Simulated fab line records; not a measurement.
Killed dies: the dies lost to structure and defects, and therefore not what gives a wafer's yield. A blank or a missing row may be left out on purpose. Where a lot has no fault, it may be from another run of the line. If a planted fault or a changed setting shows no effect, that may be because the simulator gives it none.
2 desks, one fault	flow berkeley cmos170	each desk holds nothing but its own numbers, with what lay behind them at the end

## THE METROLOGY DESK
Means of the sampled wafers that have a number, per lot and without regard to the tool the lot ran on: this is what the gauges read. Marked OUT: a lot whose mean sits more than 4 standard deviations from the usual mean, which makes it out of limits; the brackets give that distance.
Columns: A = M1_AL_RS at UCB170_M1_RS_MEAS_01, usual 0.0482 ohm/sq; B = M1_AL_THK at UCB170_M1_THK_MEAS_02, usual 615 nm; C = cd nm at UCB170_M1_CD_MEAS_09, usual 700.0 nm; D = M1_OVL at UCB170_M1_OVL_MEAS_10, usual -5 nm
lot	first seen here	A	B	C	D
L489	day 6 18:46	0.0482	610	699.3	0
L488	day 6 18:47	0.0482	620	701.2	-4
L492	day 7 09:28	0.0489	601	701.0	3
L490	day 7 10:22	0.0480	611	697.7	-9
L493	day 8 02:26	0.0486	604	700.4	-9
L497	day 9 04:53	0.0482	619	700.8	-9
L498	day 9 06:25	0.0509 (+5.9) OUT	588	698.2	2
L500	day 9 21:07	0.0485	615	700.7	-3
L503	day 10 07:38	0.0510 (+6.0) OUT	591	697.6	-4
L507	day 10 21:57	0.0486	608	701.4	-9
L505	day 10 22:22	0.0513 (+6.8) OUT	587	699.1	-2
L508	day 11 11:26	0.0487	603	701.9	-6
L509	day 11 15:28	0.0479	621	700.7	-1
L511	day 11 15:49	0.0482	621	698.7	-5
L510	day 11 17:44	0.0480	614	701.4	-7
Finding of this desk: L498, L503, L505 out of limits, first seen on L498 at day 9 06:25 (M1_AL_RS at UCB170_M1_RS_MEAS_01). L489, L488, L492, L490, L493, L497, L500, L507, L508, L509, L511, L510 stayed within limits.

## THE TOOL OWNER'S DESK: pvd sputter-02
The tool's own readings at UCB170_M1_SPUTTER_00 (material Al, target thk 600 nm, time 80 s): means of the sampled wafers that have a number, for each lot that ran on this tool. Marked OUT: a lot whose mean sits more than 4 standard deviations from the usual mean, which makes it out of limits; the brackets give that distance.
Columns: A = throttle valve pct at UCB170_M1_SPUTTER_00, usual 30.1 %
lot	first seen here	A
L492	day 7 09:20	30.2
L497	day 9 04:48	30.3
L498	day 9 06:22	30.1
L503	day 10 07:34	30.3
L505	day 10 22:17	29.7
This desk found nothing out of limits on any of the 5 lots.

## ALL TOGETHER
Metrology desk: alarm possible at day 9 06:25 on L498, L503, L505.
The desk of the tool owner found nothing out of limits.
On record at the tool owner's desk: L498, L503, L505, within its limits.
All the named lots went through UCB170_M1_SPUTTER_00 on pvd sputter-02.

## WHAT THE SIMULATOR HAD PUT IN
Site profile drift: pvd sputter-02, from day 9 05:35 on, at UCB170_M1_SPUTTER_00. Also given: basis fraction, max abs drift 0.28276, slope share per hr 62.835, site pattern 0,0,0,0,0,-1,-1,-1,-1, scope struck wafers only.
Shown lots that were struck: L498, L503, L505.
Time in hours between the start of the fault and the first out-of-limits reading at each desk: metrology desk, 1.
